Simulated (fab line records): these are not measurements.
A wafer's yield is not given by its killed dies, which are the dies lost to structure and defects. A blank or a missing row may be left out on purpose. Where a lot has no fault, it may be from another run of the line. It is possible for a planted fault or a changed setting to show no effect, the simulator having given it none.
Chamber matching    flow berkeleyCmos170    rieDiel-03 running UCB170_NWELL_ETCH_13: 4 sister chambers
The step etches Si3N4 in CH3F/Ar/O2, stops on SiO2, target depth 246.4 nm, time 154 s. 14 wafers are shown with their chamber, then 7 later ones without.

EACH WAFER AND ITS CHAMBER
wafer   chamber  drypumpMotorCurrentA (A)  throttleValvePct (%)  oesProductAu (a.u.)
L853.2  2        5.3                       7.85                  0.950
L853.4  1        5.1                       8.03                  0.942
L853.5  1        5.1                       8.01                  0.950
L856.2  0        5.7                       8.07                  0.939
L856.4  3        4.9                       8.06                  0.965
L856.6  2        5.3                       7.84                  0.928
L859.3  1        5.1                       8.02                  0.947
L859.4  3        4.9                       8.07                  0.976
L859.6  3        4.9                       8.06                  0.967
L864.1  1        5.1                       8.03                  0.943
L864.3  3        5.0                       8.06                  0.963
L864.4  2        5.3                       7.84                  0.940
L865.1  0        5.7                       8.08                  0.948
L865.3  1        5.1                       8.03                  0.954

SIGNATURES, as means of the wafers listed above
reading               chamber 0  chamber 1  chamber 2  chamber 3  scatter within a chamber
drypumpMotorCurrentA  5.700      5.100      5.300      4.925      0.0274
throttleValvePct      8.0750     8.0240     7.8433     8.0625     0.00715
oesProductAu          0.94350    0.94720    0.93933    0.96775    0.00693
Rule: distance of a wafer from a chamber = root of the sum over the readings of ((wafer's reading minus chamber's mean) / reading's scatter) squared. The wafer belongs to the nearest chamber; if the next one is less than 2 further off, it can't be placed. How the scatter is found: for the shown wafers, subtract from each reading the mean of its chamber, square and add these, divide the total by (wafers less chambers), then take the root.

WAFERS WHOSE CHAMBER IS MISSING
wafer   drypumpMotorCurrentA (A)  throttleValvePct (%)  oesProductAu (a.u.)
L865.4  5.3                       7.83                  0.944
L868.1  5.3                       7.84                  0.939
L868.2  5.1                       8.01                  0.936
L868.4  4.9                       8.07                  0.963
L870.2  4.9                       8.07                  0.961
L870.5  4.9                       8.08                  0.967
L870.6  5.3                       7.85                  0.935

THE CHAMBER EACH PASSED THROUGH
wafer   from the rows above  in truth
L865.4  2                    2
L868.1  2                    2
L868.2  1                    1
L868.4  3                    3
L870.2  3                    3
L870.5  3                    3
L870.6  2                    2
7 of 7 placed correctly. Not placeable from these rows: 0. Placed wrongly: 0.
